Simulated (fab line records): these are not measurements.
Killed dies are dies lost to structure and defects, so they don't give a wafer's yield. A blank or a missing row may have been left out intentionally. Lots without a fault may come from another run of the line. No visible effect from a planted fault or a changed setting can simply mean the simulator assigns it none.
Code-filled problem report in 8D (eight disciplines) form / flow berkeley cmos170 / the parts of the form that need people (team, actions taken, sign-off) are left out

1. WHAT WENT WRONG
At UCB170_PLDD_CD_MEAS_06, cd nm averages 1174.5 nm over 6 wafers from 2 lots, while fault-free wafers read 1200.2 nm, standard deviation 1.4. That is -18 standard deviations from the usual mean.
The step: target cd 1200 nm.
Earliest sighting: wafer L915.2 on cd sem-01 at day 10 11:19. Wafers with a number at this step in the record: 42, from 14 lots. Rule for "out" (also "out of limits"): further than 4 standard deviations from the usual mean. All remaining wafers that have a number are taken as sound.

2. WHAT IT IS, WHAT IT ISN'T
question=which readings at this step | is=cd nm | is not=-
question=which lots | is=L915, L916 | is not=L898, L899, L900, L901, L902, L903, L904, L906, L908, L909, L912, L917
question=which wafers of those lots | is=all that have a number | is not=-
question=read on which gauges | is=cd sem-01, cd sem-02 | is not=-
question=when | is=from day 10 11:19 | is not=up to then (33 sound wafers); but 3 sound wafers of L917 came after

3. SUSPECTS, AND WHAT RULES EACH OUT
Counting: a tool at a process step up to the reading stays a suspect if it ran every lot that is out and no sound lot after the first of them.
- the gauge at UCB170_PLDD_CD_MEAS_06 has been ruled out. The wafers that are out were read on 2 gauges (cd sem-01, cd sem-02).
- litho track-04 at UCB170_PLDD_PEB_04: kept. All lots that are out passed through it, beginning with L915 at day 10 11:03, and no sound lot followed; its final sound lot before that point was L909 at day 9 13:37. Its own readings are out on those wafers: heater power total W, plate temp C.
Remaining after the count: litho track-04 at UCB170_PLDD_PEB_04.

4. THE CAUSE (what the simulator had put in)
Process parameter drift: litho track-04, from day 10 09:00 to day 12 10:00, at UCB170_PLDD_PEB_04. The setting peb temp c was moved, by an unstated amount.
After counting, this tool was the only one left.

5. THE CHAIN OF EFFECTS, in route order
Each row: a reading where the mean over the struck wafers with a number is more than 3 standard deviations away from the usual. Scope: only readings with a usual standard deviation given in the record; hours: median across lots of the time from each lot's start at the first step in this table that gives one to its start at this step; sigmas: change in usual standard deviations.
hours=0; step=UCB170_PLDD_PEB_04; reading=heater power total W; usual=56.80 W; on struck wafers=54.62; change=-2.18; sigmas=-48
hours=0; step=UCB170_PLDD_PEB_04; reading=plate temp C; usual=129.99 C; on struck wafers=126.12; change=-3.87; sigmas=-26
hours=0; step=UCB170_PLDD_CD_MEAS_06; reading=cd nm; usual=1200.2 nm; on struck wafers=1174.5; change=-25.7; sigmas=-18
It contains these process steps:
- UCB170_PLDD_PEB_04
Later measuring or inspecting steps at which every struck wafer that the step has a row for has a number for every such reading, and none has moved that far: UCB170_V2_CD_MEAS_12.

6. WHAT WOULD HAVE CAUGHT IT SOONER
In this record the first reading out of limits at a measuring or inspecting step was taken at day 10 11:19, 2 hours after the fault began at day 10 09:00.
Tool's own readings at UCB170_PLDD_PEB_04, heater power total W, plate temp C: out on all struck wafers the step has rows for; an alarm limit on them would have tripped on the first.
L916, from the lots that are out (2), started UCB170_PLDD_PEB_04 on litho track-04 later than day 10 11:19. A hold on the tool at that time would have spared it.
